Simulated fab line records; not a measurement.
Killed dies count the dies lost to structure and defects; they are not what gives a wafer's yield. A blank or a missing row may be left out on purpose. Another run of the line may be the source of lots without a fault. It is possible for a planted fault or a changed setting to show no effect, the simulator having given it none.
Which tool did it?	flow berkeley_cmos170	7 lots with 21 wafers sampled at 3 steps, on a route of 331 steps

WHAT THE GAUGES READ, wafer by wafer
UCB170_NSD_TW_MEAS_10.
lot	measured	on	NSD_TW
L656	day 6 19:50	film_metro-04	4233 4247 4231
L657	day 7 08:04	film_metro-02	4209 4213 4216
L660	day 8 10:09	film_metro-04	4250 4259 4245
L664	day 8 11:26	film_metro-03	4205 4185 4169
L666	day 8 21:48	film_metro-04	4247 4220 4248
L675	day 10 17:49	film_metro-02	4202 4211 4234
L674	day 10 18:29	film_metro-02	4356 4363 4362

EACH LOT AND THE TOOL THAT RAN IT (in order: tool; ch and the chambers of the sampled wafers; start)
lot	UCB170_NSD_IMPLANT_08	UCB170_NSD_STRIP_09
L656	implanter-01 ch 0, day 6 19:36	plasma_asher-04 ch 0,1, day 6 19:43
L657	implanter-04 ch 0, day 7 07:49	plasma_asher-01 ch 0,1, day 7 07:58
L660	implanter-01 ch 0, day 8 09:55	plasma_asher-04 ch 0,1, day 8 10:02
L664	implanter-01 ch 0, day 8 11:11	plasma_asher-01 ch 0,1, day 8 11:20
L666	implanter-01 ch 0, day 8 21:36	plasma_asher-01 ch 0,1, day 8 21:43
L675	implanter-02 ch 0, day 10 17:34	plasma_asher-01 ch 0,1, day 10 17:43
L674	implanter-01 ch 0, day 10 18:14	plasma_asher-01 ch 0,1, day 10 18:23
- UCB170_NSD_IMPLANT_08
- UCB170_NSD_STRIP_09: strips in O2.

THE ANSWER, worked out from the rows above alone
Rule: what is usual is taken from the lots themselves. Put in order of their means at a reading, lots are off if they are a third of the lots or fewer, leave a main group of 4 or more, and stand apart from it by a gap of 3 or more times the standard deviation of the main group's means; of several such gaps the widest counts. A main group is skipped when, at the precision printed for the reading in the tables above, its means are all equal. Also off: a lot with no number at a reading for which 4 or more lots have one. Any other lot the step has rows for is counted as sound.
Off: L674, at UCB170_NSD_TW_MEAS_10 (NSD_TW). Mean 4224 and standard deviation 21 in the main group.
If a tool, at a process step before that reading, ran all the lots that are off and no sound lot after the first of them, it fits. Gauges at UCB170_NSD_TW_MEAS_10: tried the same way as those tools. Can't be told from this: 3 tools fit, implanter-01 at UCB170_NSD_IMPLANT_08, plasma_asher-01 at UCB170_NSD_STRIP_09, film_metro-02 at UCB170_NSD_TW_MEAS_10.

WHAT HAD BEEN PUT IN BY THE SIMULATOR
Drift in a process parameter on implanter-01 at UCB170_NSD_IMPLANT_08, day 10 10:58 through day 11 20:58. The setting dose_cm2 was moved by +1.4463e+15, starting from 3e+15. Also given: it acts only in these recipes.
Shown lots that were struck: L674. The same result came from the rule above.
